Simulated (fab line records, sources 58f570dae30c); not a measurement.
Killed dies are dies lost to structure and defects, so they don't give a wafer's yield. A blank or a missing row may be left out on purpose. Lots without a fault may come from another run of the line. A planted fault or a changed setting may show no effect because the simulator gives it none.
Tool commonality check | flow berkeley_cmos170 | 14 lots, 42 wafers sampled

WHY IT WAS OPENED
At UCB170_V1_THK_MEAS_01 the reading V1_TEOS_THK is flagged on 2 of 14 lots. Wafers without a fault read 1998 nm, standard deviation 26.
Rule: a lot is flagged when every wafer of it that has a number lies more than 4 standard deviations from that mean, or none has a number. The other lots count as sound.

lot  | measured     | on            | V1_TEOS_THK (nm), wafer by wafer | flag
L589 | day 7 05:38  | film_metro-03 | 1993 2017 1991                   |
L590 | day 7 08:39  | film_metro-01 | 4050 4111 4094                   | FLAGGED
L591 | day 8 01:59  | film_metro-01 | 1959 1966 1981                   |
L595 | day 8 05:59  | film_metro-02 | 1954 2002 1992                   |
L593 | day 8 06:18  | film_metro-03 | 3951 3968 4045                   | FLAGGED
L599 | day 9 08:58  | film_metro-02 | 2003 2013 2019                   |
L600 | day 9 14:34  | film_metro-01 | 1972 2000 2000                   |
L601 | day 9 14:39  | film_metro-03 | 1994 1985 1984                   |
L602 | day 10 18:29 | film_metro-01 | 1988 1982 2019                   |
L604 | day 10 23:41 | film_metro-01 | 1976 2018 1991                   |
L605 | day 11 02:40 | film_metro-03 | 1948 2006 2008                   |
L606 | day 11 07:05 | film_metro-02 | 1979 2032 2015                   |
L607 | day 11 11:22 | film_metro-01 | 1984 1987 2023                   |
L610 | day 12 01:58 | film_metro-02 | 2039 2020 2010                   |
The numbers of the flagged lots are 4036 nm on average: +2038 nm against the usual, or +78 standard deviations.

WHICH TOOL RAN EACH LOT
The record holds 2 process steps before the reading, out of a route of 331 steps. In each cell: the tool, then ch and the chambers that the sampled wafers went through, then the start.
lot  | flag    | UCB170_CONTACT_STRIP_19              | UCB170_V1_CVD_00
L589 |         | plasma_asher-02 ch 0,1, day 6 23:22  | pecvd-03 ch 0,1,2, day 7 05:29
L590 | FLAGGED | plasma_asher-04 ch 0,1, day 7 01:43  | pecvd-01 ch 0,1,2, day 7 08:13
L591 |         | plasma_asher-04 ch 0,1, day 7 18:53  | pecvd-03 ch 0,1,2, day 8 01:49
L595 |         | plasma_asher-02 ch 0,1, day 7 23:50  | pecvd-03 ch 1,2, day 8 05:49
L593 | FLAGGED | plasma_asher-02 ch 0,1, day 8 00:44  | pecvd-04 ch 0,1,2, day 8 05:49
L599 |         | plasma_asher-04 ch 0,1, day 8 23:17  | pecvd-01 ch 0,1, day 9 08:49
L600 |         | plasma_asher-01 ch 0,1, day 9 07:07  | pecvd-04 ch 0,1,2, day 9 14:24
L601 |         | plasma_asher-02 ch 0,1, day 9 06:56  | pecvd-03 ch 1,2, day 9 14:29
L602 |         | plasma_asher-04 ch 0,1, day 10 12:21 | pecvd-01 ch 1,2, day 10 18:20
L604 |         | plasma_asher-04 ch 0,1, day 10 17:12 | pecvd-01 ch 0,2, day 10 23:31
L605 |         | plasma_asher-01 ch 0,1, day 10 20:59 | pecvd-03 ch 0,2, day 11 02:30
L606 |         | plasma_asher-04 ch 0,1, day 10 23:44 | pecvd-01 ch 0,2, day 11 06:56
L607 |         | plasma_asher-04 ch 0,1, day 11 03:49 | pecvd-01 ch 0,2, day 11 11:13
L610 |         | plasma_asher-01 ch 0,1, day 11 19:09 | pecvd-01 ch 0,1,2, day 12 01:49
What these steps do:
- UCB170_CONTACT_STRIP_19: strips in O2.
- UCB170_V1_CVD_00: deposits SiO2 from TEOS/O2, target thk 2000 nm, time 250 s.
- UCB170_V1_THK_MEAS_01

FLAGGED OVER TOTAL, TOOL BY TOOL (the gauges that took the reading come last)
step                    | tool            | lots run | flagged | share of the flagged lots | sound lots run after its first flagged lot
UCB170_CONTACT_STRIP_19 | plasma_asher-01 | 3        | 0       | none                      | -
UCB170_CONTACT_STRIP_19 | plasma_asher-02 | 4        | 1       | some                      | 1 (L601)
UCB170_CONTACT_STRIP_19 | plasma_asher-04 | 7        | 1       | some                      | 6 (L591,L599,L602,L604,L606,L607)
UCB170_V1_CVD_00        | pecvd-01        | 7        | 1       | some                      | 6 (L599,L602,L604,L606,L607,L610)
UCB170_V1_CVD_00        | pecvd-03        | 5        | 0       | none                      | -
UCB170_V1_CVD_00        | pecvd-04        | 2        | 1       | some                      | 1 (L600)
UCB170_V1_THK_MEAS_01   | film_metro-01   | 6        | 1       | some                      | 5 (L591,L600,L602,L604,L607)
UCB170_V1_THK_MEAS_01   | film_metro-02   | 4        | 0       | none                      | -
UCB170_V1_THK_MEAS_01   | film_metro-03   | 4        | 1       | some                      | 2 (L601,L605)

WHAT THE TABLE ALLOWS
No row of the table ran every flagged lot.

WHAT THE SIMULATOR HAD PUT IN
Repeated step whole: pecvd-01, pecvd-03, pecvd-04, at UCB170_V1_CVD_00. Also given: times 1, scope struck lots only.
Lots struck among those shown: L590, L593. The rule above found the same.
